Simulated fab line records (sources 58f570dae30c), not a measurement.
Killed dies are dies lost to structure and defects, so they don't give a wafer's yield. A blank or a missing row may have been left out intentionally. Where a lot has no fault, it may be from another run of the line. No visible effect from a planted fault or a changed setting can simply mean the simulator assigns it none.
Matching of chambers    flow berkeley cmos170    rie diel-03 running UCB170_M3_ETCH_17: 4 sister chambers
The step etches BARC in N2/H2. 4 wafers are shown with their chamber, then 7 later ones without.

== WAFERS WITH THEIR CHAMBER ==
wafer   chamber  drypump motor current A (A)
L280.4  3        6.2
L280.5  1        5.8
L285.2  2        4.8
L285.4  0        5.5

== WAFERS MISSING THEIR CHAMBER ==
wafer   drypump motor current A (A)
L285.5  4.8
L282.1  4.9
L282.5  5.5
L282.6  5.7
L289.1  5.5
L289.4  5.8
L289.5  5.8

== EACH ONE'S CHAMBER ==
wafer   from the rows above      in truth
L285.5  2                        2
L282.1  2                        2
L282.5  0                        0
L282.6  can't be placed: 1 or 0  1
L289.1  0                        0
L289.4  1                        1
L289.5  1                        1
Placed correctly: 6 of 7. These rows do not allow placing 1 (true chamber among the candidates in 1). Number placed wrongly: 0.
How it was worked out, from the rows above alone: a wafer's distance from a chamber is the root of the sum, over the readings, of the square of ((its reading less the chamber's mean) divided by the reading's scatter). If the next closest chamber is less than 2 further off than the closest, the wafer can't be placed; otherwise it belongs to the closest. Each chamber's mean is taken over the wafers shown for it. The scatter: with one shown wafer a chamber, the root of the mean of the squares of how far each hidden wafer lies from its nearest shown one.
